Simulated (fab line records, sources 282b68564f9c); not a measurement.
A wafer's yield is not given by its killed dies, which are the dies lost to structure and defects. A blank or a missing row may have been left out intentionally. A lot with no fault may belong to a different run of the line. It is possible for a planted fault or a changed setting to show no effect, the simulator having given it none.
A struck lot beside a sound one + flow rit cmos + 34 steps out of a route of 202
Sound: these wafers, L652.1, L652.2, L652.4. Struck: wafers L664.1, L664.4, L664.6. The cause is given at the end.
Order at every step that has rows: each side's tool, ch and its chambers, its first start. Under that, the readings that differ: sound wafers + struck wafers + difference of the means + sigmas: that difference in standard deviations of wafers without a fault.
alike: words and numbers the same on both sides, and readings whose means are apart by under 2 such deviations; not compared: readings that were withheld, readings missing a value for some wafer, numbers with overlapping values and no deviation given by the record, and bounds like >300 which may hide the same value.
A row with sigmas, a row that says differs or no value, or rows on one side alone: a step with any of these is where the two part. When numbers do not overlap yet have no deviation, they are printed without sigmas and do not part them. Lack of a reading on every wafer of one side parts them only where that side has two or more wafers.

first, 2 steps without rows for these wafers: RIT_SPACER_CLEAN_02 (cleans in SC2, time 600 s); RIT_SPACER_CVD_03 (deposits Si3N4 from SiH2Cl2/NH3, target thk 250 nm, time 3300 s).
RIT_SPACER_THK_MEAS_04:
  sound on film metro-01, day 3 01:20; struck on film metro-03, day 5 16:55
  alike: SPACER_NITRIDE_THK
RIT_SPACER_ETCHBACK_05: etches Si3N4 in SF6/CHF3, stops on SiO2, target depth 250 nm, time 240 s.
  sound on rie diel-02 ch 0,1,2, day 3 01:24; struck on rie diel-02 ch 0,1,3, day 5 16:58
  alike: drypump motor current A, oes product au, throttle valve pct
  not compared: rf hours counter h
then, 6 steps without rows for these wafers: RIT_NSD_HMDS_00 (prime time 60 s); RIT_NSD_COAT_01 (resist thk 1000 nm); RIT_NSD_SOFTBAKE_02 (time 60 s); RIT_NSD_EXPOSE_03 (exposes mask M9, target cd 40700 nm); RIT_NSD_PEB_04; RIT_NSD_DEVELOP_05 (develop time 50 s).
RIT_NSD_OVL_MEAS_06:
  sound on overlay-01, day 3 02:24; struck on overlay-01, day 5 18:05
  alike: NSD_OVL
then, 1 step without rows for these wafers: RIT_NSD_HARDBAKE_07 (time 60 s).
RIT_NSD_IMPLANT_08:
  sound on implanter-04 ch 0, day 3 02:35; struck on implanter-04 ch 0, day 5 18:17
| reading                          | sound                         | struck                        | difference | sigmas      |
|----------------------------------|-------------------------------|-------------------------------|------------|-------------|
| dose ions cm2                    | 9.991e+14 1.001e+15 9.995e+14 | 6.719e+14 6.705e+14 6.718e+14 | -3.285e+14 | -99 or more |
| end station pressure torr (Torr) | 7.3e-06 7.7e-06 7.6e-06       | 6.5e-06 6.4e-06 6.4e-06       | -1.1e-06   | -3          |
| faraday current uA               | 3195 3208 3128                | 2161 2133 2200                | -1012      | -17         |
RIT_NSD_STRIP_09: strips in O2, time 180 s.
  sound on plasma asher-03 ch 0,1, day 3 02:44; struck on plasma asher-04 ch 1, day 5 18:26
  alike: drypump motor current A
  not compared: rf hours counter h
RIT_NSD_TW_MEAS_10:
  sound on film metro-02, day 3 02:55; struck on film metro-02, day 5 18:36
| reading | sound          | struck         | difference | sigmas |
|---------|----------------|----------------|------------|--------|
| NSD_TW  | 3160 3158 3159 | 2900 2882 2895 | -267       | -15    |
then, 6 steps without rows for these wafers: RIT_PSD_HMDS_00 (prime time 60 s); RIT_PSD_COAT_01 (resist thk 1000 nm); RIT_PSD_SOFTBAKE_02 (time 60 s); RIT_PSD_EXPOSE_03 (exposes mask M10, target cd 40900 nm); RIT_PSD_PEB_04; RIT_PSD_DEVELOP_05 (develop time 50 s).
RIT_PSD_OVL_MEAS_06:
  sound on overlay-01, day 3 03:51; struck on overlay-01, day 5 19:31
  alike: PSD_OVL
then, 2 steps without rows for these wafers: RIT_PSD_HARDBAKE_07 (time 60 s); RIT_PSD_IMPLANT_08.
RIT_PSD_STRIP_09: strips in O2, time 180 s.
  sound on plasma asher-03 ch 0,1, day 3 04:11; struck on plasma asher-01 ch 0,1, day 5 19:51
  alike: drypump motor current A
  not compared: rf hours counter h
RIT_PSD_TW_MEAS_10:
  sound on film metro-04, day 3 04:22; struck on film metro-03, day 5 20:01
  alike: PSD_TW
then, 3 steps without rows for these wafers: RIT_SDANNEAL_CLEAN_00 (cleans in SC1, time 600 s); RIT_SDANNEAL_CLEAN_01 (cleans in dHF, time 30 s); RIT_SDANNEAL_CLEAN_02 (cleans in SC2, time 600 s).
RIT_SDANNEAL_RTA_03: time 5 s.
  sound on rtp anneal-02 ch 0, day 3 04:47; struck on rtp anneal-02 ch 0, day 5 20:27
  alike: wafer_temp_C_max
RIT_SDANNEAL_RS_MEAS_04: uses a four-point probe to measure.
  sound on film metro-03, day 3 04:51; struck on film metro-02, day 5 20:31
  alike: PSD_RS
RIT_SDANNEAL_RS_MEAS_05: uses a four-point probe to measure.
  sound on film metro-03, day 3 04:58; struck on film metro-02, day 5 20:38
| reading         | sound             | struck               | difference | sigmas      |
|-----------------|-------------------|----------------------|------------|-------------|
| NSD_RS (ohm/sq) | 84.26 84.19 84.58 | 116.39 116.70 116.51 | +32.19     | +99 or more |
RIT_SDANNEAL_RS_MEAS_06: uses a four-point probe to measure.
  sound on film metro-03, day 3 05:05; struck on film metro-02, day 5 20:45
  alike: PLDD_RS
RIT_M1_PROBE_99:
  sound on prober-01, day 3 12:07; struck on prober-01, day 6 04:02
| reading                                   | sound                | struck               | difference | sigmas |
|-------------------------------------------|----------------------|----------------------|------------|--------|
| model.etest.nmos_0p3.r on ohm um          | 2120 2099 2061       | 2362 2348 2341       | +257       |        |
| model.etest.nmos_0p15.r on ohm um         | 1114 1097 1088       | 1280 1265 1287       | +178       |        |
| model.etest.contact nplus.end ohm um      | 41.78 40.77 40.25    | 78.04 73.95 78.17    | +35.79     |        |
| model.etest.nmos_0p15.drive ua um         | 490 496.5 494.5      | 449.4 445.2 447      | -46.5      |        |
| model.etest.nmos narrow.drive ua um       | 229.9 232.7 236.6    | 207.8 201.1 203.8    | -28.8      |        |
| model.etest.nmos_0p3.drive ua um          | 232.3 237 241        | 212.4 210.5 212.7    | -24.9      |        |
| model.etest.nmos_0p15.tox inv nm (nm)     | 4.396 4.404 4.391    | 4.761 4.797 4.77     | +0.379     |        |
| model.etest.nmos_0p15.junction log10 a um | -13.44 -13.42 -13.49 | -13.12 -13.17 -13.16 | +0.30      |        |
  alike: killed at front end, killed dies, killed open, killed short

WHERE THEY PART
Earliest at RIT_NSD_IMPLANT_08; latest, in this record, at RIT_SDANNEAL_RS_MEAS_05. Later steps at which nothing parts them and some readings are alike: RIT_SDANNEAL_RS_MEAS_06, RIT_M1_PROBE_99.

WHY: what had been put in by the simulator
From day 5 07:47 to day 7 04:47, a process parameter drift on implanter-04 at RIT_NSD_IMPLANT_08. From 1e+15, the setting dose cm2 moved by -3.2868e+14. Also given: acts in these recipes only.
